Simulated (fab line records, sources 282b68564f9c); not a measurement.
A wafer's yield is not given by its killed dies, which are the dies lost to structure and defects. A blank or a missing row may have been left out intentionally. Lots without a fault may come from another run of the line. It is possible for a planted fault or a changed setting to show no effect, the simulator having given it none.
Struck lot and sound lot, side by side + flow rit-cmos + 16 out of 202 route steps
Sound: wafers L316.3, L316.4, L316.5. Struck: wafers L324.2, L324.4, L324.6. At the end, the cause is stated.
At each step with rows: each side's tool, then ch and its chambers, then its first start. Under that, the readings that differ: sound wafers + struck wafers + difference of the means + sigmas: that difference in standard deviations of wafers without a fault.
alike: same words and numbers on both sides, and readings whose means sit less than 2 such deviations apart. not compared: any withheld reading, any reading some wafer has no value for, any bound like >300 that may hide the same value, and any number with overlapping values for which the record gives no deviation.
Wherever a step has rows on one side only, a row that says differs or no value, or a row with sigmas, the two part there. Numbers that have no deviation but don't overlap get no sigmas and don't part them. A reading that every wafer of one side lacks parts them only if that side has two wafers or more.

first, 2 steps without rows for these wafers: RIT_NRETRO_HARDBAKE_07 (time 120 s); RIT_NRETRO_IMPLANT_08.
RIT_NRETRO_STRIP_09: strips in O2, time 180 s.
  sound on plasma-asher-04 ch 0,1, day 2 11:01; struck on plasma-asher-04 ch 0,1, day 4 04:38
  alike: drypump-motor-current-A
  not compared: rf-hours-counter-h
RIT_NRETRO_TW_MEAS_10:
  sound on film-metro-03 at day 2 11:08; struck on film-metro-02 at day 4 04:49
  alike: NRETRO_TW
then, 6 steps without rows for these wafers: RIT_PRETRO_HMDS_00 (prime time 60 s); RIT_PRETRO_COAT_01 (resist thk 1300 nm); RIT_PRETRO_SOFTBAKE_02 (time 60 s); RIT_PRETRO_EXPOSE_03 (exposes mask M5, target cd 43700 nm); RIT_PRETRO_PEB_04; RIT_PRETRO_DEVELOP_05 (develop time 68 s).
RIT_PRETRO_OVL_MEAS_06:
  sound on overlay-02 at day 2 12:12; struck on overlay-01 at day 4 05:53
  alike: PRETRO_OVL
then, 1 step without rows for these wafers: RIT_PRETRO_HARDBAKE_07 (time 120 s).
RIT_PRETRO_IMPLANT_08:
  sound on implanter-04 ch 0, day 2 12:41; struck on implanter-04 ch 0, day 4 06:11
| reading                   | sound                | struck               | difference | sigmas      |
|---------------------------|----------------------|----------------------|------------|-------------|
| beam-energy-keV           | 45.022 45.002 45.003 | 54.700 54.683 54.696 | +9.684     | +99 or more |
| model.implant.rp-nm (nm)  | 143.7 143.7 143.7    | 170.9 170.9 170.9    | +27.2      |             |
| model.implant.drp-nm (nm) | 55.07 55.07 55.07    | 61.55 61.55 61.55    | +6.48      |             |
  alike: tilt-deg
RIT_PRETRO_STRIP_09: strips in O2, time 180 s.
  sound on plasma-asher-01 ch 0,1, day 2 12:51; struck on plasma-asher-01 ch 1, day 4 06:19
  alike: drypump-motor-current-A
  not compared: rf-hours-counter-h
RIT_PRETRO_TW_MEAS_10:
  sound on film-metro-02 at day 2 12:59; struck on film-metro-04 at day 4 06:29
  alike: PRETRO_TW
  not compared: hold
RIT_M1_PROBE_99:
  sound on prober-01 at day 3 17:26; struck on prober-02 at day 5 10:40
| reading                                    | sound                | struck               | difference | sigmas |
|--------------------------------------------|----------------------|----------------------|------------|--------|
| model.etest.nmos_0p3.r-on-ohm-um           | 2144 2161 2184       | 2020 2047 2030       | -131       |        |
| model.etest.nmos-turned.drive-ua-um        | 333.5 328.1 322.9    | 356.5 353.5 357.9    | +27.8      |        |
| model.etest.nmos_0p15.drive-ua-um          | 474.3 461.2 458.8    | 498.7 483.4 480.1    | +22.6      |        |
| model.etest.nmos-narrow.drive-ua-um        | 234.6 232.9 231.6    | 254.9 250.2 252.4    | +19.5      |        |
| model.etest.nmos_0p3.drive-ua-um           | 227.8 224.5 225.1    | 254.1 247.8 249.9    | +24.8      |        |
| model.etest.nmos_0p15.off-log10-a-um       | -10.1 -10.3 -10.28   | -9.448 -9.699 -9.675 | +0.619     |        |
| model.etest.retro-edge-nmos.off-log10-a-um | -9.876 -10.09 -10.38 | -9.359 -9.477 -9.559 | +0.650     |        |
| model.etest.ring.quiet-log10-a (angstrom)  | -7.74 -7.843 -7.976  | -7.381 -7.578 -7.591 | +0.336     |        |
  alike: killed-at-contacts, killed-at-front-end, killed-dies, killed-open, killed-short

## WHERE THEY PART
Within this record, at RIT_PRETRO_IMPLANT_08 only. Later steps at which nothing parts them and some readings are alike: RIT_PRETRO_STRIP_09, RIT_PRETRO_TW_MEAS_10, RIT_M1_PROBE_99.

WHY: the cause the simulator had injected
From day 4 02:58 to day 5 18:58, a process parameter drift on implanter-04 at RIT_PRETRO_IMPLANT_08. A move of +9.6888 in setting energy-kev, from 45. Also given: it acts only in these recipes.
